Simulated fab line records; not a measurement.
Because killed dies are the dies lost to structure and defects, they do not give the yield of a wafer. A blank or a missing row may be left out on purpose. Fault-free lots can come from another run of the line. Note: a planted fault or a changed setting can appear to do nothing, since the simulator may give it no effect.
Split-lot experiment || flow berkeleyCmos170 || 23 wafers read across 5 lots, on a route 331 steps long

SPLIT DETAILS
At UCB170_PWELL_CVD_05 (deposits Si3N4 from SiH2Cl2/NH3, target thk 220 nm, time 3300 s), the setting sih2cl2FlowSccm was moved away from the recipe's 25 sccm on 15 of the 23 wafers read, by -6.6% to +11.4%. This setting was run at the recipe's value on the other wafers.

There is no step in the file separating the split from the reading.

THE READING
Values of PWELL_NITRIDE_THK in nm from UCB170_PWELL_THK_MEAS_06. Fault-free wafers of this fab line usually give 219.4 nm, standard deviation 2.1 nm.

{"wafer": "L074.1", "tool, chamber at the split": "lpcvd-01, 0", "sih2cl2FlowSccm as run, sccm": 25, "against the recipe": "recipe", "PWELL_NITRIDE_THK, nm": 219.4, "against lot-mates on the recipe": "-"}
{"wafer": "L074.5", "tool, chamber at the split": "lpcvd-01, 0", "sih2cl2FlowSccm as run, sccm": 25, "against the recipe": "recipe", "PWELL_NITRIDE_THK, nm": 218.5, "against lot-mates on the recipe": "-"}
{"wafer": "L074.6", "tool, chamber at the split": "lpcvd-01, 0", "sih2cl2FlowSccm as run, sccm": 25, "against the recipe": "recipe", "PWELL_NITRIDE_THK, nm": 216.8, "against lot-mates on the recipe": "-"}
{"wafer": "L076.1", "tool, chamber at the split": "-, -", "sih2cl2FlowSccm as run, sccm": 23.34, "against the recipe": "-6.6%", "PWELL_NITRIDE_THK, nm": 215.6, "against lot-mates on the recipe": "no lot-mate on the recipe"}
{"wafer": "L076.2", "tool, chamber at the split": "-, -", "sih2cl2FlowSccm as run, sccm": 23.34, "against the recipe": "-6.6%", "PWELL_NITRIDE_THK, nm": 215.2, "against lot-mates on the recipe": "no lot-mate on the recipe"}
{"wafer": "L076.3", "tool, chamber at the split": "-, -", "sih2cl2FlowSccm as run, sccm": 23.34, "against the recipe": "-6.6%", "PWELL_NITRIDE_THK, nm": 215.0, "against lot-mates on the recipe": "no lot-mate on the recipe"}
{"wafer": "L076.4", "tool, chamber at the split": "-, -", "sih2cl2FlowSccm as run, sccm": 23.34, "against the recipe": "-6.6%", "PWELL_NITRIDE_THK, nm": 217.6, "against lot-mates on the recipe": "no lot-mate on the recipe"}
{"wafer": "L076.6", "tool, chamber at the split": "-, -", "sih2cl2FlowSccm as run, sccm": 23.34, "against the recipe": "-6.6%", "PWELL_NITRIDE_THK, nm": 215.7, "against lot-mates on the recipe": "no lot-mate on the recipe"}
{"wafer": "L078.1", "tool, chamber at the split": "-, -", "sih2cl2FlowSccm as run, sccm": 25, "against the recipe": "recipe", "PWELL_NITRIDE_THK, nm": 220.3, "against lot-mates on the recipe": "-"}
{"wafer": "L078.2", "tool, chamber at the split": "-, -", "sih2cl2FlowSccm as run, sccm": 25, "against the recipe": "recipe", "PWELL_NITRIDE_THK, nm": 216.8, "against lot-mates on the recipe": "-"}
{"wafer": "L078.3", "tool, chamber at the split": "-, -", "sih2cl2FlowSccm as run, sccm": 25, "against the recipe": "recipe", "PWELL_NITRIDE_THK, nm": 218.7, "against lot-mates on the recipe": "-"}
{"wafer": "L078.4", "tool, chamber at the split": "-, -", "sih2cl2FlowSccm as run, sccm": 25, "against the recipe": "recipe", "PWELL_NITRIDE_THK, nm": 219.7, "against lot-mates on the recipe": "-"}
{"wafer": "L078.5", "tool, chamber at the split": "-, -", "sih2cl2FlowSccm as run, sccm": 25, "against the recipe": "recipe", "PWELL_NITRIDE_THK, nm": 218.8, "against lot-mates on the recipe": "-"}
{"wafer": "L077.1", "tool, chamber at the split": "-, -", "sih2cl2FlowSccm as run, sccm": 23.62, "against the recipe": "-5.5%", "PWELL_NITRIDE_THK, nm": 214.1, "against lot-mates on the recipe": "no lot-mate on the recipe"}
{"wafer": "L077.2", "tool, chamber at the split": "-, -", "sih2cl2FlowSccm as run, sccm": 23.62, "against the recipe": "-5.5%", "PWELL_NITRIDE_THK, nm": 212.8, "against lot-mates on the recipe": "no lot-mate on the recipe"}
{"wafer": "L077.3", "tool, chamber at the split": "-, -", "sih2cl2FlowSccm as run, sccm": 23.62, "against the recipe": "-5.5%", "PWELL_NITRIDE_THK, nm": 214.0, "against lot-mates on the recipe": "no lot-mate on the recipe"}
{"wafer": "L077.4", "tool, chamber at the split": "-, -", "sih2cl2FlowSccm as run, sccm": 23.62, "against the recipe": "-5.5%", "PWELL_NITRIDE_THK, nm": 214.8, "against lot-mates on the recipe": "no lot-mate on the recipe"}
{"wafer": "L077.6", "tool, chamber at the split": "-, -", "sih2cl2FlowSccm as run, sccm": 23.62, "against the recipe": "-5.5%", "PWELL_NITRIDE_THK, nm": 214.5, "against lot-mates on the recipe": "no lot-mate on the recipe"}
{"wafer": "L079.1", "tool, chamber at the split": "-, -", "sih2cl2FlowSccm as run, sccm": 27.85, "against the recipe": "+11.4%", "PWELL_NITRIDE_THK, nm": 227.8, "against lot-mates on the recipe": "no lot-mate on the recipe"}
{"wafer": "L079.3", "tool, chamber at the split": "-, -", "sih2cl2FlowSccm as run, sccm": 27.85, "against the recipe": "+11.4%", "PWELL_NITRIDE_THK, nm": 230.8, "against lot-mates on the recipe": "no lot-mate on the recipe"}
{"wafer": "L079.4", "tool, chamber at the split": "-, -", "sih2cl2FlowSccm as run, sccm": 27.85, "against the recipe": "+11.4%", "PWELL_NITRIDE_THK, nm": 230.0, "against lot-mates on the recipe": "no lot-mate on the recipe"}
{"wafer": "L079.5", "tool, chamber at the split": "-, -", "sih2cl2FlowSccm as run, sccm": 27.85, "against the recipe": "+11.4%", "PWELL_NITRIDE_THK, nm": 229.2, "against lot-mates on the recipe": "no lot-mate on the recipe"}
{"wafer": "L079.6", "tool, chamber at the split": "-, -", "sih2cl2FlowSccm as run, sccm": 27.85, "against the recipe": "+11.4%", "PWELL_NITRIDE_THK, nm": 227.8, "against lot-mates on the recipe": "no lot-mate on the recipe"}

FIT RESULTS
A straight line over all 23 wafers: PWELL_NITRIDE_THK changes by +0.803 nm for each +1% of sih2cl2FlowSccm; r = +0.96; the points scatter about the line by 1.6 nm.
Too few moved wafers have a lot-mate on the recipe to fit a line with each lot's own level taken away.

THE WHOLE CHAIN: every reading that the file lists as answering this split, in the file's order
{"step": "UCB170_PWELL_CVD_05", "what it does": "deposits Si3N4 from SiH2Cl2/NH3, target thk 220 nm, time 3300 s", "reading": "Si3N4_of_PWELL_CVD_05.thkNm (the simulator's own value, which no gauge read)", "change (the file's fit)": "+0.802 nm for each +1% of the setting", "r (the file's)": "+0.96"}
{"step": "UCB170_PWELL_THK_MEAS_06", "what it does": "", "reading": "PWELL_NITRIDE_THK", "change (the file's fit)": "+0.805 for each +1% of the setting", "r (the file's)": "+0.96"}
{"step": "UCB170_PWELL_ETCH_14", "what it does": "etches Si3N4 in CH3F/Ar/O2, stops on SiO2, target depth 242 nm, time 151 s", "reading": "etch.depthNm (the simulator's own value, which no gauge read)", "change (the file's fit)": "+0.802 nm for each +1% of the setting", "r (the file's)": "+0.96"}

THE FILE'S OWN FIT
PWELL_NITRIDE_THK changes by +0.805 nm for each +1% of sih2cl2FlowSccm, r = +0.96.
